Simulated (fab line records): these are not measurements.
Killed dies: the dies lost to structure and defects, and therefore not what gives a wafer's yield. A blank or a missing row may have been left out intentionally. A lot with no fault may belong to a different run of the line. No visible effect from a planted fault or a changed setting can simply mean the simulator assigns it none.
Which tool was responsible?	flow berkeleyCmos170	14 lots with 42 wafers sampled at 5 steps, on a route of 331 steps

## WHAT THE GAUGES READ, wafer by wafer
UCB170_PSD_CD_MEAS_06: the cd target is 1200 nm.
lot	measured	on	cdNm (nm)
L527	day 7 03:48	cdSem-01	1201.5 1200.3 1200.4
L526	day 7 03:50	cdSem-02	1200.6 1200.5 1200.5
L530	day 7 15:31	cdSem-02	1200.9 1200.0 1199.9
L533	day 8 04:18	cdSem-01	1200.5 1198.9 1200.4
L531	day 8 04:40	cdSem-01	1198.9 1199.1 1199.2
L534	day 8 17:34	cdSem-01	1199.5 1199.5 1198.7
L536	day 9 03:23	cdSem-02	1198.8 1199.5 1200.0
L535	day 9 03:25	cdSem-01	1198.2 1197.7 1198.4
L537	day 9 03:41	cdSem-01	1200.1 1199.6 1199.6
L541	day 9 17:26	cdSem-01	1201.2 1201.0 1200.5
L542	day 9 17:41	cdSem-01	1200.7 1201.4 1201.8
L545	day 10 16:52	cdSem-01	1198.0 1198.9 1200.1
L548	day 10 17:25	cdSem-02	1198.9 1197.4 1199.0
L546	day 10 17:30	cdSem-01	1199.7 1200.1 1200.9

UCB170_V1_BOW_MEAS_03.
lot	measured	on	V1_BOW (um)
L527	day 7 18:10	filmMetro-04	21 17 22
L526	day 7 23:14	filmMetro-01	21 20 21
L530	day 8 11:46	filmMetro-01	18 17 19
L533	day 8 23:14	filmMetro-04	14 15 11
L531	day 8 23:31	filmMetro-03	25 15 13
L534	day 9 13:38	filmMetro-01	23 13 12
L536	day 9 19:34	filmMetro-03	13 7 15
L535	day 9 19:34	filmMetro-01	14 8 14
L537	day 9 21:23	filmMetro-03	13 5 12
L541	day 10 12:08	filmMetro-03	13 8 9
L542	day 10 12:25	filmMetro-03	6 10 7
L545	day 11 09:05	filmMetro-01	2 -3 -1
L548	day 11 09:41	filmMetro-03	15 25 18
L546	day 11 09:59	filmMetro-01	5 -2 0

UCB170_V1_CD_MEAS_90: the cd target is 700 nm.
lot	measured	on	cdNm (nm)
L527	day 7 21:06	cdSem-02	700.0 700.0 698.4
L526	day 8 01:26	cdSem-02	700.3 700.6 700.8
L530	day 8 13:38	cdSem-02	701.1 700.2 699.5
L533	day 9 03:16	cdSem-01	701.0 700.3 699.4
L531	day 9 03:34	cdSem-02	700.5 699.3 699.0
L534	day 9 15:56	cdSem-02	698.6 698.0 698.7
L536	day 9 22:40	cdSem-02	698.8 698.3 698.2
L535	day 9 22:29	cdSem-01	698.9 697.7 698.4
L537	day 10 00:52	cdSem-02	702.3 700.8 699.3
L541	day 10 15:31	cdSem-01	698.9 700.1 698.4
L542	day 10 15:41	cdSem-02	700.6 698.7 701.2
L545	day 11 11:18	cdSem-02	- - -
L548	day 11 11:51	cdSem-01	701.8 702.8 702.9
L546	day 11 12:07	cdSem-02	- - -

## EACH LOT AND THE TOOL THAT RAN IT (in order: tool; ch and the chambers of the sampled wafers; start)
lot	UCB170_SDANNEAL_RTA_00	UCB170_V1_CVD_00
L527	rtpAnneal-01 ch 0, day 7 07:08	pecvd-02 ch 0,1,2, day 7 17:40
L526	rtpAnneal-02 ch 0, day 7 07:43	pecvd-01 ch 0,1,2, day 7 22:43
L530	rtpAnneal-02 ch 0, day 7 20:46	pecvd-03 ch 0,2, day 8 11:15
L533	rtpAnneal-01 ch 0, day 8 08:20	pecvd-01 ch 0,1, day 8 22:41
L531	rtpAnneal-01 ch 0, day 8 08:42	pecvd-02 ch 1,2, day 8 22:41
L534	rtpAnneal-02 ch 0, day 8 20:55	pecvd-01 ch 0,2, day 9 13:07
L536	rtpAnneal-01 ch 0, day 9 07:20	pecvd-01 ch 0,1,2, day 9 19:02
L535	rtpAnneal-02 ch 0, day 9 07:31	pecvd-03 ch 0,1,2, day 9 19:02
L537	rtpAnneal-02 ch 0, day 9 07:55	pecvd-01 ch 0,1, day 9 20:50
L541	rtpAnneal-02 ch 0, day 9 21:59	pecvd-03 ch 1,2, day 10 11:34
L542	rtpAnneal-02 ch 0, day 9 22:29	pecvd-02 ch 0,2, day 10 11:34
L545	rtpAnneal-01 ch 0, day 10 20:02	pecvd-01 ch 0,1,2, day 11 08:34
L548	rtpAnneal-01 ch 0, day 10 20:48	pecvd-01 ch 1,2, day 11 08:43
L546	rtpAnneal-01 ch 0, day 10 21:16	pecvd-03 ch 0,1,2, day 11 08:43
- UCB170_SDANNEAL_RTA_00: time 10 s.
- UCB170_V1_CVD_00: deposits SiO2 from TEOS/O2, target thk 2000 nm, time 250 s.

## AS READ BY THE TOOLS THEMSELVES (means over the sampled wafers that have a number; for cases with no such wafer, the mark the record gives instead)
UCB170_SDANNEAL_RTA_00.
lot	tool	annealTempCMax	lampPowerPct (%)	wafer_temp_C_max
L527	rtpAnneal-01	906.9	21.0	902.0
L526	rtpAnneal-02	902.8	23.7	904.9
L530	rtpAnneal-02	902.6	23.7	905.6
L533	rtpAnneal-01	906.4	21.0	903.2
L531	rtpAnneal-01	906.0	21.0	902.7
L534	rtpAnneal-02	903.4	23.7	905.2
L536	rtpAnneal-01	905.9	21.0	903.4
L535	rtpAnneal-02	902.6	23.7	905.5
L537	rtpAnneal-02	903.4	23.7	905.5
L541	rtpAnneal-02	902.4	23.7	906.3
L542	rtpAnneal-02	902.7	23.7	904.8
L545	rtpAnneal-01	905.9	21.0	902.8
L548	rtpAnneal-01	905.9	21.0	903.4
L546	rtpAnneal-01	906.6	21.0	903.0

UCB170_V1_CVD_00.
lot	tool	heaterPowerW (W)	pressureMtorr (mTorr)
L527	pecvd-02	263	9007
L526	pecvd-01	303	9005
L530	pecvd-03	270	9004
L533	pecvd-01	333	9017
L531	pecvd-02	258	8996
L534	pecvd-01	275	9003
L536	pecvd-01	313	8988
L535	pecvd-03	255	9008
L537	pecvd-01	341	8983
L541	pecvd-03	225	8993
L542	pecvd-02	225	9004
L545	pecvd-01	-	-
L548	pecvd-01	291	8989
L546	pecvd-03	-	-

## THE ANSWER, worked out from the rows above alone
Rule: the lots themselves supply what counts as usual. The widest of any qualifying gaps counts: lots, ordered by their means at a reading, are off when they make up no more than a third of the lots, leave a main group of 4 or more, and stand apart from it by 3 or more times the standard deviation of that group's means. A main group is skipped when, at the precision printed for the reading in the tables above, its means are all equal. Also off: a lot with no number at a reading for which 4 or more lots have one. Where the step has rows for the other lots, those lots are counted as sound. First the gauges in route order, then the tools' own readings, where a lot's mean is used as printed above. At the first step where some lot is off, the reading lying furthest off is the one used; lots without a number count as furthest.
Off: L545, L546, at UCB170_V1_CD_MEAS_90 (cdNm). Without a number there: L545, L546. For the main group the mean is 699.8 nm and the standard deviation 1.2.
A tool fits if, at a process step before that reading, it ran every lot that is off, and no sound lot after the first of them. The gauges at UCB170_V1_CD_MEAS_90 aren't tried: what is off there is off at UCB170_V1_CVD_00 too, on other tools, and a gauge's error can't cause that. None of those tried fits.

## WHAT THE SIMULATOR PUT IN
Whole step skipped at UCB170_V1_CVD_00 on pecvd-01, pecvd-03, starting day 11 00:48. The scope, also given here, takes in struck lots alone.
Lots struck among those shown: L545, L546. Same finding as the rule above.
